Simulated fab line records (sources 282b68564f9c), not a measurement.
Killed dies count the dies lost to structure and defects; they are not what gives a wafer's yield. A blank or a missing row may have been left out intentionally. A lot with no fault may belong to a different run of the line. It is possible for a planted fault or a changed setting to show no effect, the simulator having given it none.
A struck lot beside a sound one ; flow ritCmos ; 21 steps out of a route of 202
Sound: the wafers L832.1, L832.2, L832.3. The struck wafers were L846.2, L846.5, L846.6. Last of all comes the cause.
Order at every step that has rows: each side's tool, ch and its chambers, its first start. Under that, the readings that differ: sound wafers ; struck wafers ; difference of the means ; sigmas: that difference in standard deviations of wafers without a fault.
alike: words and numbers the same on both sides, and readings whose means are apart by under 2 such deviations; not compared: readings that were withheld, readings missing a value for some wafer, numbers with overlapping values and no deviation given by the record, and bounds like >300 which may hide the same value.
The two part at a step that has a row with sigmas, a row that says differs or no value, or rows on one side only. Numbers that don't overlap but have no deviation are shown without sigmas and don't part them. A reading missing from all wafers of one side parts the sides only when that side holds two or more wafers.

RIT_PLDD_OVL_MEAS_06:
  struck on overlay-02, day 5 22:01; sound on overlay-01, day 3 01:10
  alike: PLDD_OVL
then, 2 steps without rows for these wafers: RIT_PLDD_HARDBAKE_07 (time 60 s); RIT_PLDD_IMPLANT_08.
RIT_PLDD_STRIP_09: strips in O2, time 180 s.
  sound on plasmaAsher-04 ch 0,1, day 3 01:30; struck on plasmaAsher-04 ch 0,1, day 5 22:21
  alike: drypumpMotorCurrentA
  not compared: rfHoursCounterH
RIT_PLDD_TW_MEAS_10:
  struck on filmMetro-02, day 5 22:32; sound on filmMetro-02, day 3 01:41
reading;sound;struck;difference;sigmas
PLDD_TW;2306 2318 2333;2343 2343 2335;+21;+2
then, 4 steps without rows for these wafers: RIT_SPACER_CLEAN_00 (cleans in SC1, time 600 s); RIT_SPACER_CLEAN_01 (cleans in dHF, time 30 s); RIT_SPACER_CLEAN_02 (cleans in SC2, time 600 s); RIT_SPACER_CVD_03 (deposits Si3N4 from SiH2Cl2/NH3, target thk 250 nm, time 3300 s).
RIT_SPACER_THK_MEAS_04:
  struck on filmMetro-04, day 6 02:01; sound on filmMetro-04, day 3 04:02
  alike: SPACER_NITRIDE_THK
RIT_SPACER_ETCHBACK_05: etches Si3N4 in SF6/CHF3, stops on SiO2, target depth 250 nm, time 240 s.
  sound on rieDiel-01 ch 0,2,3, day 3 04:06; struck on rieDiel-02 ch 1,2,3, day 6 02:04
  alike: CHF3_flow_sccm, drypumpMotorCurrentA, oesProductAu, throttleValvePct
  not compared: rfHoursCounterH
then, 1 step without rows for these wafers: RIT_NSD_HMDS_00 (prime time 60 s).
RIT_NSD_COAT_01: resist thk 1000 nm.
  sound on lithoTrack-02 ch 0, day 3 04:32; struck on lithoTrack-03 ch 0, day 6 02:23
reading;sound;struck;difference;sigmas
spinSpeedRpm (rpm);3251.4 3248.2 3251.2;3014.6 3010.0 3011.7;-238.2;-99 or more
model.NOVOLAK_of_NSD_COAT_01.thkNm (nm);1003 1000 1003;1038 1038 1039;+36;
then, 4 steps without rows for these wafers: RIT_NSD_SOFTBAKE_02 (time 60 s); RIT_NSD_EXPOSE_03 (exposes mask M9, target cd 40700 nm); RIT_NSD_PEB_04; RIT_NSD_DEVELOP_05 (develop time 50 s).
RIT_NSD_OVL_MEAS_06:
  struck on overlay-02, day 6 03:13; sound on overlay-01, day 3 05:14
  alike: NSD_OVL
RIT_NSD_HARDBAKE_07: time 60 s.
  sound on lithoTrack-01 ch 0, day 3 05:16; struck on lithoTrack-03 ch 0, day 6 03:23
reading;sound;struck;difference;sigmas
model.NOVOLAK_of_NSD_COAT_01.thkNm (nm);886.3 883.9 886.1;917.4 917.3 917.8;+32.1;
next, for these wafers, 1 step has no rows: RIT_NSD_IMPLANT_08.
RIT_M1_PROBE_99:
  only the struck wafers here have rows in the record (prober-02, day 6 13:20); the sound ones have none

## WHERE THEY PART
First at RIT_PLDD_TW_MEAS_10; last, within this record, at RIT_M1_PROBE_99.

WHY: whatever the simulator had introduced
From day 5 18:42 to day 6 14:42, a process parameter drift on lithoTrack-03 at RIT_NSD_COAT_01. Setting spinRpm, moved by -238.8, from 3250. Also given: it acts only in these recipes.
